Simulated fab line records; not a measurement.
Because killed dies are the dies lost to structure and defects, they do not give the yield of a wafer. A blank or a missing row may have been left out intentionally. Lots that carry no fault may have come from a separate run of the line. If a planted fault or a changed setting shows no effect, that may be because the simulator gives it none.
Which tool is to blame? :: flow rit cmos :: 14 lots, 42 wafers sampled, at 3 steps of a route of 202

WHAT THE GAUGES SHOWED, per wafer
RIT_NWELL_TW_MEAS_10. Usual: NWELL_TW typically reads 2140, with standard deviation 25.
lot: L591
measured: day 1 21:51
on: film metro-03
NWELL_TW: 2162 2162 2159
flag: 

lot: L594
measured: day 2 16:00
on: film metro-01
NWELL_TW: 2135 2135 2133
flag: 

lot: L595
measured: day 3 01:32
on: film metro-01
NWELL_TW: 2164 2147 2157
flag: 

lot: L596
measured: day 3 05:31
on: film metro-01
NWELL_TW: 2148 2157 2150
flag: 

lot: L597
measured: day 3 08:55
on: film metro-01
NWELL_TW: 2167 2158 2150
flag: 

lot: L599
measured: day 3 17:30
on: film metro-02
NWELL_TW: 2111 2115 2113
flag: 

lot: L601
measured: day 4 01:31
on: film metro-02
NWELL_TW: 2106 2123 2106
flag: 

lot: L602
measured: day 4 05:37
on: film metro-03
NWELL_TW: 2171 2171 2166
flag: 

lot: L603
measured: day 4 14:42
on: film metro-02
NWELL_TW: 2105 2107 2121
flag: 

lot: L604
measured: day 4 19:55
on: film metro-02
NWELL_TW: 2105 2112 2111
flag: 

lot: L605
measured: day 4 20:37
on: film metro-02
NWELL_TW: 2365 2360 2358
flag: OFF

lot: L606
measured: day 5 05:04
on: film metro-03
NWELL_TW: 2428 2404 2433
flag: OFF

lot: L608
measured: day 5 10:31
on: film metro-03
NWELL_TW: 2177 2170 2158
flag: 

lot: L614
measured: day 6 17:58
on: film metro-02
NWELL_TW: 2101 2112 2104
flag: 

RIT_WELLDRIVE_RS_MEAS_01: a four-point-probe measurement. Usual: NWELL_RS typically reads 275.7 ohm/sq, with standard deviation 0.73.
lot: L591
measured: day 2 04:40
on: film metro-02
NWELL_RS (ohm/sq): 274.9 274.5 275.3
flag: 

lot: L594
measured: day 3 01:47
on: film metro-03
NWELL_RS (ohm/sq): 276.4 276.8 276.2
flag: 

lot: L595
measured: day 3 08:39
on: film metro-02
NWELL_RS (ohm/sq): 275.0 275.8 274.6
flag: 

lot: L596
measured: day 3 13:36
on: film metro-02
NWELL_RS (ohm/sq): 275.4 275.1 275.1
flag: 

lot: L597
measured: day 3 16:32
on: film metro-01
NWELL_RS (ohm/sq): 275.6 275.3 275.6
flag: 

lot: L599
measured: day 4 00:58
on: film metro-03
NWELL_RS (ohm/sq): 275.1 275.0 275.3
flag: 

lot: L601
measured: day 4 08:47
on: film metro-02
NWELL_RS (ohm/sq): 275.5 275.7 275.6
flag: 

lot: L602
measured: day 4 13:41
on: film metro-01
NWELL_RS (ohm/sq): 276.3 275.7 275.2
flag: 

lot: L603
measured: day 4 21:37
on: film metro-03
NWELL_RS (ohm/sq): 276.6 276.0 276.0
flag: 

lot: L604
measured: day 5 02:47
on: film metro-02
NWELL_RS (ohm/sq): 275.3 275.2 275.4
flag: 

lot: L605
measured: day 5 03:59
on: film metro-02
NWELL_RS (ohm/sq): 223.0 222.8 222.7
flag: OFF

lot: L606
measured: day 5 12:32
on: film metro-03
NWELL_RS (ohm/sq): 223.8 223.8 223.7
flag: OFF

lot: L608
measured: day 5 18:23
on: film metro-03
NWELL_RS (ohm/sq): 275.7 276.4 275.8
flag: 

lot: L614
measured: day 7 02:21
on: film metro-01
NWELL_RS (ohm/sq): 276.7 276.7 276.8
flag: 

WHAT TOOL EACH LOT RAN ON (gives the tool, then ch and the chambers of the sampled wafers, and finally the start)
lot: L591
RIT_NWELL_IMPLANT_08: implanter-03 ch 0, day 1 21:32

lot: L594
RIT_NWELL_IMPLANT_08: implanter-04 ch 0, day 2 15:41

lot: L595
RIT_NWELL_IMPLANT_08: implanter-03 ch 0, day 3 01:13

lot: L596
RIT_NWELL_IMPLANT_08: implanter-01 ch 0, day 3 05:12

lot: L597
RIT_NWELL_IMPLANT_08: implanter-01 ch 0, day 3 08:35

lot: L599
RIT_NWELL_IMPLANT_08: implanter-04 ch 0, day 3 17:11

lot: L601
RIT_NWELL_IMPLANT_08: implanter-01 ch 0, day 4 01:13

lot: L602
RIT_NWELL_IMPLANT_08: implanter-04 ch 0, day 4 05:19

lot: L603
RIT_NWELL_IMPLANT_08: implanter-01 ch 0, day 4 14:22

lot: L604
RIT_NWELL_IMPLANT_08: implanter-04 ch 0, day 4 19:35

lot: L605
RIT_NWELL_IMPLANT_08: implanter-01 ch 0, day 4 20:19

lot: L606
RIT_NWELL_IMPLANT_08: implanter-01 ch 0, day 5 04:44

lot: L608
RIT_NWELL_IMPLANT_08: implanter-04 ch 0, day 5 10:14

lot: L614
RIT_NWELL_IMPLANT_08: implanter-03 ch 0, day 6 17:40
- RIT_NWELL_IMPLANT_08

WHAT THE TOOLS THEMSELVES READ (means of the sampled wafers that have a number; where no wafer has one, the mark that the record gives instead)
RIT_NWELL_IMPLANT_08. Usual: beam energy keV 169.99, standard deviation 0.046; dose ions cm2 5e+13, standard deviation 5.3e+10; faraday current uA 159, standard deviation 3.2.
lot: L591
tool: implanter-03
beam energy keV: 170.03
dose ions cm2: 5e+13
faraday current uA: 159
flag: 

lot: L594
tool: implanter-04
beam energy keV: 169.95
dose ions cm2: 5e+13
faraday current uA: 162
flag: 

lot: L595
tool: implanter-03
beam energy keV: 169.98
dose ions cm2: 5e+13
faraday current uA: 157
flag: 

lot: L596
tool: implanter-01
beam energy keV: 169.99
dose ions cm2: 5e+13
faraday current uA: 155
flag: 

lot: L597
tool: implanter-01
beam energy keV: 169.94
dose ions cm2: 5e+13
faraday current uA: 159
flag: 

lot: L599
tool: implanter-04
beam energy keV: 170.07
dose ions cm2: 5e+13
faraday current uA: 157
flag: 

lot: L601
tool: implanter-01
beam energy keV: 170.02
dose ions cm2: 5e+13
faraday current uA: 157
flag: 

lot: L602
tool: implanter-04
beam energy keV: 170.03
dose ions cm2: 5e+13
faraday current uA: 160
flag: 

lot: L603
tool: implanter-01
beam energy keV: 170.03
dose ions cm2: 5e+13
faraday current uA: 158
flag: 

lot: L604
tool: implanter-04
beam energy keV: 169.95
dose ions cm2: 5e+13
faraday current uA: 161
flag: 

lot: L605
tool: implanter-01
beam energy keV: 169.99
dose ions cm2: 7e+13
faraday current uA: 227
flag: OFF

lot: L606
tool: implanter-01
beam energy keV: 169.92
dose ions cm2: 7e+13
faraday current uA: 225
flag: OFF

lot: L608
tool: implanter-04
beam energy keV: 170.01
dose ions cm2: 5e+13
faraday current uA: 158
flag: 

lot: L614
tool: implanter-03
beam energy keV: 169.96
dose ions cm2: 5e+13
faraday current uA: 160
flag: 

THE ANSWER, worked out from the rows above alone
Rule: a lot is off if the mean of its wafers that have a number lies more than 3 standard deviations from the usual mean. A lot without any number at a reading at which 4 lots or more have one is off too. All remaining lots with rows at the step are treated as sound. The gauges are gone through in route order, then the tools' own readings, and for those a lot's mean is taken as printed above. At the first step where some lot is off, the reading lying furthest off is the one used; lots without a number count as furthest.
Off: L605, L606, seen at RIT_NWELL_TW_MEAS_10 (NWELL_TW).
A tool fits if, at a process step before that reading, it ran every lot that is off, and no sound lot after the first of them. Not tried: the gauges at RIT_NWELL_TW_MEAS_10; whatever is off there is also off at RIT_NWELL_IMPLANT_08, on other tools, and gauge error can't account for it. One fits: implanter-01 at RIT_NWELL_IMPLANT_08. A fault onset in the window from L603 (day 4 14:22, its last sound lot) to L605 (day 4 20:19, its first lot off) fits.
The tool's own readings at RIT_NWELL_IMPLANT_08 bear it out: on the lots that are off they differ by more than 5 times the standard deviation of the sound lots' means. dose ions cm2 reads 7e+13 there against 5e+13 on the sound lots; faraday current uA reads 226 there against 159 on the sound lots.

WHAT WAS PUT IN BY THE SIMULATOR
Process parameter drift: implanter-01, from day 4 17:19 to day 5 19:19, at RIT_NWELL_IMPLANT_08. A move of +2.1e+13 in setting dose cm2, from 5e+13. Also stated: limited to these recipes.
Struck lots among those shown: L605, L606. The rule above found the same.
